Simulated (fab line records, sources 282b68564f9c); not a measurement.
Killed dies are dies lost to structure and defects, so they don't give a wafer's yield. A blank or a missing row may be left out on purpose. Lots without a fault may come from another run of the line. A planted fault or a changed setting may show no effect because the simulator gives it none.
A struck lot beside a sound one | flow rit_cmos | 16 steps out of a route of 202
Sound: wafers L990.2, L990.5, L990.6. Struck: wafer L103.2. (L103.3, L103.6 of the same lot were not struck and are left out.) The cause comes at the end.
At each step with rows: each side's tool, then ch and its chambers, then its first start. Under that, the readings that differ: sound wafers | struck wafers | difference of the means | sigmas: that difference in standard deviations of wafers without a fault.
alike: readings whose means differ by less than 2 such deviations, and words and numbers that are the same on both sides. not compared: withheld readings, readings that some wafer has no value for, bounds like >300 that may hide the same value, and numbers for which the record gives no deviation and whose values overlap.
The two part at a step that has a row with sigmas, a row that says differs or no value, or rows on one side only. Numbers that don't overlap but have no deviation are shown without sigmas and don't part them. A reading that every wafer of one side lacks parts them only if that side has two wafers or more.

RIT_SDANNEAL_RTA_03: time 5 s.
  sound on rtp_anneal-01 ch 0, day 5 01:20; struck on rtp_anneal-02 ch 0, day 7 16:07
  alike: wafer_temp_C_max
RIT_SDANNEAL_RS_MEAS_04: measures by four-point-probe.
  sound on film_metro-03, day 5 01:23; struck on film_metro-01, day 7 16:11
  alike: PSD_RS
RIT_SDANNEAL_RS_MEAS_05: measures by four-point-probe.
  sound on film_metro-03, day 5 01:31; struck on film_metro-01, day 7 16:18
  reading         | sound             | struck | difference | sigmas
  NSD_RS (ohm/sq) | 83.65 83.33 83.52 | 82.65  | -0.85      | -3
RIT_SDANNEAL_RS_MEAS_06: measures by four-point-probe.
  sound on film_metro-03, day 5 01:38; struck on film_metro-01, day 7 16:25
  alike: PLDD_RS
RIT_SDANNEAL_RS_MEAS_07: measures by four-point-probe.
  sound on film_metro-03, day 5 01:45; struck on film_metro-01, day 7 16:32
  alike: NLDD_RS
then, 1 step without rows for these wafers: RIT_SILICIDE_WET_ETCH_00 (etches SiO2 in BOE, target depth 14 nm, time 15 s).
RIT_SILICIDE_SPUTTER_01: material Ti, target thk 30 nm, time 240 s.
  sound on pvd_sputter-04, day 5 01:52; struck on pvd_sputter-02, day 7 16:39
  alike: throttle_valve_pct
RIT_SILICIDE_RS_MEAS_02: measures by four-point-probe.
  sound on film_metro-01, day 5 02:02; struck on film_metro-02, day 7 16:49
  reading                 | sound          | struck | difference | sigmas
  SILICIDE_TI_RS (ohm/sq) | 48.1 46.9 48.1 | 46.4   | -1.3       | -2
RIT_SILICIDE_THK_MEAS_03: measures by xrf.
  sound on film_metro-01, day 5 02:09; struck on film_metro-02, day 7 16:56
  alike: SILICIDE_TI_THK
RIT_SILICIDE_RTA_04: time 10 s, ramp up 5 s, ramp down 5 s.
  sound on rtp_anneal-02 ch 0, day 5 02:13; struck on rtp_anneal-01 ch 0, day 7 16:59
  alike: wafer_temp_C_max
then, 1 step without rows for these wafers: RIT_SILICIDE_WET_ETCH_05 (etches Ti in SPM, time 120 s).
RIT_SILICIDE_RTA_06: time 10 s, ramp up 5 s, ramp down 10 s.
  sound on rtp_anneal-01 ch 0, day 5 02:19; struck on rtp_anneal-02 ch 0, day 7 17:06
  alike: wafer_temp_C_max
RIT_CONTACT_CVD_00: deposits SiO2 from TEOS, target thk 400 nm, time 61 s.
  sound on pecvd-03 ch 1,2, day 5 02:22; struck on pecvd-04 ch 0, day 7 17:10
  alike: heater_power_w
RIT_CONTACT_THK_MEAS_01:
  sound on film_metro-02, day 5 02:26; struck on film_metro-04, day 7 17:13
  reading               | sound       | struck | difference | sigmas
  CONTACT_TEOS_THK (nm) | 399 402 404 | 369    | -33        | -7
then, 2 steps without rows for these wafers: RIT_CONTACT_HMDS_02 (prime time 60 s); RIT_M1_PROBE_99.

WHERE THEY PART
First at RIT_SDANNEAL_RS_MEAS_05; last, within this record, at RIT_CONTACT_THK_MEAS_01.

WHY: what the simulator had put in
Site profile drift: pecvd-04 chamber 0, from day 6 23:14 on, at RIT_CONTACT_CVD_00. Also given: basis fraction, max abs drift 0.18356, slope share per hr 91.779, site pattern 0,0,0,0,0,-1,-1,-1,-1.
